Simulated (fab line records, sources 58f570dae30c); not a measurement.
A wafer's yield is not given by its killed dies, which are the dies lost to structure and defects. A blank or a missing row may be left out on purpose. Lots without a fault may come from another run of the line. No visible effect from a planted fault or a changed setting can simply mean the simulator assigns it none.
A single fault, viewed from 2 desks    flow berkeley cmos170    each desk holds nothing but its own numbers, with what lay behind them at the end

## THE TOOL OWNER'S DESK: litho track-02
At UCB170_PWELL_SOFTBAKE_09 (time 60 s), the tool's own readings, given per lot that ran on this tool as the mean of the sampled wafers with a number. Marked OUT: a lot whose mean sits more than 4 standard deviations from the usual mean, which makes it out of limits; the brackets give that distance.
Columns: A = heater power total W at UCB170_PWELL_SOFTBAKE_09, usual 56.80 W; B = plate temp C at UCB170_PWELL_SOFTBAKE_09, usual 130.01 C; C = run length s at UCB170_PWELL_SOFTBAKE_09, usual 89.19 s
lot   first seen here  A                B       C
L697  day 3 11:44      56.83            130.16  88.91
L701  day 4 04:02      56.77            129.76  88.85
L706  day 5 06:07      57.44 (+14) OUT  -       86.97 (-9.6) OUT
L709  day 5 19:11      57.38 (+13) OUT  -       86.99 (-9.6) OUT
Finding of this desk: L706, L709 out of limits; the first was L706 at day 5 06:07, on heater power total W at UCB170_PWELL_SOFTBAKE_09. Within limits: L697, L701.

## METROLOGY DESK
What the gauges read, lot by lot, whatever tool the lot ran on: means of the sampled wafers that have a number. Marked OUT: a lot whose mean sits more than 4 standard deviations from the usual mean, which makes it out of limits; the brackets give that distance.
Columns: A = NSD_TW at UCB170_NSD_TW_MEAS_10, usual 4189; B = cd nm at UCB170_CONTACT_CD_MEAS_90, usual 700.0 nm
lot   first seen here  A     B
L697  day 8 03:48      4168  701.9
L698  day 8 09:49      4158  700.6
L701  day 8 16:47      4182  699.7
L699  day 8 17:07      4186  699.2
L700  day 8 17:23      4143  700.9
L706  day 9 16:22      4205  699.2
L709  day 10 02:43     4185  698.7
L715  day 11 15:52     4212  701.9
L714  day 11 16:08     4216  697.3
L716  day 11 17:03     4208  701.2
L717  day 11 17:03     4207  698.4
L718  day 12 12:44     4180  699.8
L719  day 12 13:42     4205  700.8
L720  day 13 06:18     4200  701.0
This desk found nothing out of limits on any of the 14 lots.

## ALL TOGETHER
At day 5 06:07, on L706, L709, the tool owner's desk was in a position to raise an alarm.
Nothing out of limits was seen by the metrology desk.
The metrology desk has L706, L709 on record, within its limits.
On litho track-02, each named lot ran UCB170_PWELL_SOFTBAKE_09.

## WHAT THE SIMULATOR HAD INSERTED
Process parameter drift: litho track-02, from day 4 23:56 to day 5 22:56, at UCB170_PWELL_SOFTBAKE_09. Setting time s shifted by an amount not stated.
Struck lots among those shown: L706, L709.
Hours from the fault's start to each desk's first reading out of limits: the tool owner's desk, 6.
